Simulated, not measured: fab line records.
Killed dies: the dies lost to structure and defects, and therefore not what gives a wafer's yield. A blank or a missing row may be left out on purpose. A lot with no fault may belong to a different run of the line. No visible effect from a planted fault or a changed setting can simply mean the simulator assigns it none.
What tool caused it? + flow ritCmos + 15 lots with 45 wafers sampled at 2 steps, on a route of 202 steps

== WHAT THE GAUGES SHOWED, per wafer ==
RIT_NRETRO_TW_MEAS_10.
| lot  | measured    | on           | NRETRO_TW      |
|------|-------------|--------------|----------------|
| L304 | day 2 14:32 | filmMetro-03 | 1054 1055 1058 |
| L307 | day 2 22:38 | filmMetro-02 | 1333 1331 1331 |
| L310 | day 3 13:56 | filmMetro-02 | 1320 1314 1322 |
| L312 | day 3 21:50 | filmMetro-01 | 1043 1043 1039 |
| L313 | day 4 03:13 | filmMetro-01 | 1296 1311 1303 |
| L316 | day 4 18:32 | filmMetro-01 | 1038 1040 1038 |
| L317 | day 4 22:23 | filmMetro-01 | 1041 1040 1040 |
| L318 | day 5 03:44 | filmMetro-03 | 1054 1057 1059 |
| L319 | day 5 08:29 | filmMetro-02 | 1070 1061 1063 |
| L320 | day 5 13:26 | filmMetro-03 | 1056 1047 1052 |
| L321 | day 5 18:34 | filmMetro-02 | 1060 1070 1066 |
| L322 | day 5 23:54 | filmMetro-03 | 1058 1055 1050 |
| L324 | day 6 09:48 | filmMetro-02 | 1070 1060 1059 |
| L326 | day 6 20:05 | filmMetro-01 | 1049 1046 1047 |
| L327 | day 7 01:03 | filmMetro-01 | 1041 1034 1035 |

== WHICH TOOL RAN EACH LOT (tool, then ch and the chambers of the sampled wafers, then the start) ==
| lot  | RIT_NRETRO_IMPLANT_08          |
|------|--------------------------------|
| L304 | implanter-02 ch 0, day 2 14:13 |
| L307 | implanter-02 ch 0, day 2 21:59 |
| L310 | implanter-03 ch 0, day 3 13:19 |
| L312 | implanter-03 ch 0, day 3 21:32 |
| L313 | implanter-02 ch 0, day 4 02:34 |
| L316 | implanter-03 ch 0, day 4 18:13 |
| L317 | implanter-03 ch 0, day 4 22:04 |
| L318 | implanter-03 ch 0, day 5 03:26 |
| L319 | implanter-04 ch 0, day 5 08:11 |
| L320 | implanter-04 ch 0, day 5 13:09 |
| L321 | implanter-04 ch 0, day 5 18:16 |
| L322 | implanter-02 ch 0, day 5 23:34 |
| L324 | implanter-04 ch 0, day 6 09:28 |
| L326 | implanter-02 ch 0, day 6 19:46 |
| L327 | implanter-02 ch 0, day 7 00:43 |
- RIT_NRETRO_IMPLANT_08

== AS READ BY THE TOOLS THEMSELVES (means over the sampled wafers that have a number; for cases with no such wafer, the mark the record gives instead) ==
The record holds no such reading with a usual standard deviation.

== THE ANSWER, worked out from the rows above alone ==
Rule: usual is defined by the lots themselves. The widest of any qualifying gaps counts: lots, ordered by their means at a reading, are off when they make up no more than a third of the lots, leave a main group of 4 or more, and stand apart from it by 3 or more times the standard deviation of that group's means. A main group is skipped when, at the precision printed for the reading in the tables above, its means are all equal. A lot without any number at a reading at which 4 lots or more have one is off too. Any other lot the step has rows for is counted as sound. Order of review: gauges by route order, followed by the tools' own readings, for which a lot's mean as printed above is used. The first step at which some lot is off is used, and at that step the reading that is off furthest; a lot without a number counts as furthest.
Off: L307, L310, L313, seen at RIT_NRETRO_TW_MEAS_10 (NRETRO_TW). The main group has a mean of 1051 with a standard deviation of 9.9.
If a tool, at a process step before that reading, ran all the lots that are off and no sound lot after the first of them, it fits. The gauges at RIT_NRETRO_TW_MEAS_10 are tried like those tools. Not one of the candidates tried fits.

== WHAT HAD BEEN PUT IN BY THE SIMULATOR ==
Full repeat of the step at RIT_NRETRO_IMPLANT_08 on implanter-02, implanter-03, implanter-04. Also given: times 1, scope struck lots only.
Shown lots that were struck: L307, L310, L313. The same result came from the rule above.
